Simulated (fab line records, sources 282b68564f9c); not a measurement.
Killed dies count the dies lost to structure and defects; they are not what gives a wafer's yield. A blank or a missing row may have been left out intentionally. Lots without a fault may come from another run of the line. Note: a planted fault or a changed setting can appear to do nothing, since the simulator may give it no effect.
The tool behind it: which one?    flow rit_cmos    14 lots, 42 wafers sampled, at 3 steps of a route of 202

WHAT THE GAUGES SHOWED, per wafer
RIT_PSD_TW_MEAS_10.
lot   measured     on             PSD_TW
L623  day 3 06:11  film_metro-01  3412 3415 3421
L624  day 3 09:24  film_metro-01  3404 3387 3393
L625  day 3 13:06  film_metro-04  3456 3463 3454
L626  day 3 19:35  film_metro-04  3469 3479 3467
L628  day 4 04:09  film_metro-04  3468 3496 3448
L629  day 4 09:32  film_metro-01  3387 3413 3391
L631  day 4 18:32  film_metro-01  3416 3418 3415
L632  day 4 23:06  film_metro-02  3502 3498 3512
L633  day 5 07:18  film_metro-04  3457 3459 3461
L640  day 6 14:40  film_metro-02  30 30 30
L641  day 6 19:14  film_metro-01  30 30 30
L642  day 7 00:25  film_metro-02  3456 3461 3449
L644  day 7 10:40  film_metro-01  3396 3384 3389
L645  day 7 15:53  film_metro-02  3432 3436 3440

RIT_SDANNEAL_RS_MEAS_04: uses a four-point probe to measure.
lot   measured     on             PSD_RS (ohm/sq)
L623  day 3 06:41  film_metro-01  116.41 116.35 116.55
L624  day 3 09:54  film_metro-01  116.26 116.45 115.87
L625  day 3 13:35  film_metro-04  116.56 116.50 116.65
L626  day 3 20:07  film_metro-04  116.16 116.20 116.04
L628  day 4 04:43  film_metro-04  115.87 115.83 115.83
L629  day 4 10:01  film_metro-04  116.42 116.40 116.25
L631  day 4 19:03  film_metro-02  116.06 116.07 116.03
L632  day 4 23:36  film_metro-04  116.90 116.27 116.49
L633  day 5 07:47  film_metro-02  116.26 116.49 116.61
L640  day 6 15:11  film_metro-01  132.99 133.40 133.17
L641  day 6 19:47  film_metro-02  133.14 133.24 133.14
L642  day 7 00:55  film_metro-04  115.94 116.17 116.34
L644  day 7 11:08  film_metro-02  116.13 116.03 115.97
L645  day 7 16:26  film_metro-04  116.41 115.98 116.17

TOOL THAT RAN EACH LOT (tool first, then ch and the chambers of the sampled wafers, then the start)
lot   RIT_PSD_IMPLANT_08
L623  implanter-04 ch 0, day 3 05:53
L624  implanter-03 ch 0, day 3 09:05
L625  implanter-04 ch 0, day 3 12:47
L626  implanter-03 ch 0, day 3 19:16
L628  implanter-04 ch 0, day 4 03:50
L629  implanter-03 ch 0, day 4 09:13
L631  implanter-03 ch 0, day 4 18:15
L632  implanter-02 ch 0, day 4 22:47
L633  implanter-04 ch 0, day 5 06:59
L640  implanter-03, day 6 14:20
L641  implanter-03, day 6 18:54
L642  implanter-03 ch 0, day 7 00:07
L644  implanter-03 ch 0, day 7 10:20
L645  implanter-03 ch 0, day 7 15:35
- RIT_PSD_IMPLANT_08

WHAT THE TOOLS THEMSELVES READ (means of the sampled wafers that have a number; where no wafer has one, the mark that the record gives instead)
RIT_PSD_IMPLANT_08.
lot   tool          beam_energy_keV  beam_on_s (s)  end_station_pressure_torr (Torr)
L623  implanter-04  26.998           12.0           1.43e-05
L624  implanter-03  27.004           12.8           1.48e-05
L625  implanter-04  27.006           11.9           1.42e-05
L626  implanter-03  27.004           12.6           1.46e-05
L628  implanter-04  26.994           12.1           1.56e-05
L629  implanter-03  26.993           12.8           1.50e-05
L631  implanter-03  27.003           12.9           1.44e-05
L632  implanter-02  26.998           10.3           1.77e-05
L633  implanter-04  27.007           12.0           1.49e-05
L640  implanter-03  -                -              -
L641  implanter-03  -                -              -
L642  implanter-03  26.992           12.6           1.43e-05
L644  implanter-03  26.993           13.0           1.43e-05
L645  implanter-03  27.005           12.6           1.48e-05

THE ANSWER, worked out from the rows above alone
Rule: the lots themselves supply what counts as usual. Put in order of their means at a reading, lots are off if they are a third of the lots or fewer, leave a main group of 4 or more, and stand apart from it by a gap of 3 or more times the standard deviation of the main group's means; of several such gaps the widest counts. Not used: any main group whose means are identical at the precision the tables above print for the reading. A lot without any number at a reading at which 4 lots or more have one is off too. The other lots that the step has rows for count as sound. After the gauges, taken in route order, come the tools' own readings; for these a lot's mean is taken, as printed above. At the first step where some lot is off, the reading lying furthest off is the one used; lots without a number count as furthest.
Off: L640, L641, seen at RIT_PSD_TW_MEAS_10 (PSD_TW). Main group: mean 3439, sd 35.
A tool fits if, at a process step before that reading, it ran every lot that is off, and no sound lot after the first of them. The gauges at RIT_PSD_TW_MEAS_10 aren't tried: what is off there is off at RIT_PSD_IMPLANT_08 too, on other tools, and a gauge's error can't cause that. No candidate that was tried fits.

WHAT WAS PUT IN BY THE SIMULATOR
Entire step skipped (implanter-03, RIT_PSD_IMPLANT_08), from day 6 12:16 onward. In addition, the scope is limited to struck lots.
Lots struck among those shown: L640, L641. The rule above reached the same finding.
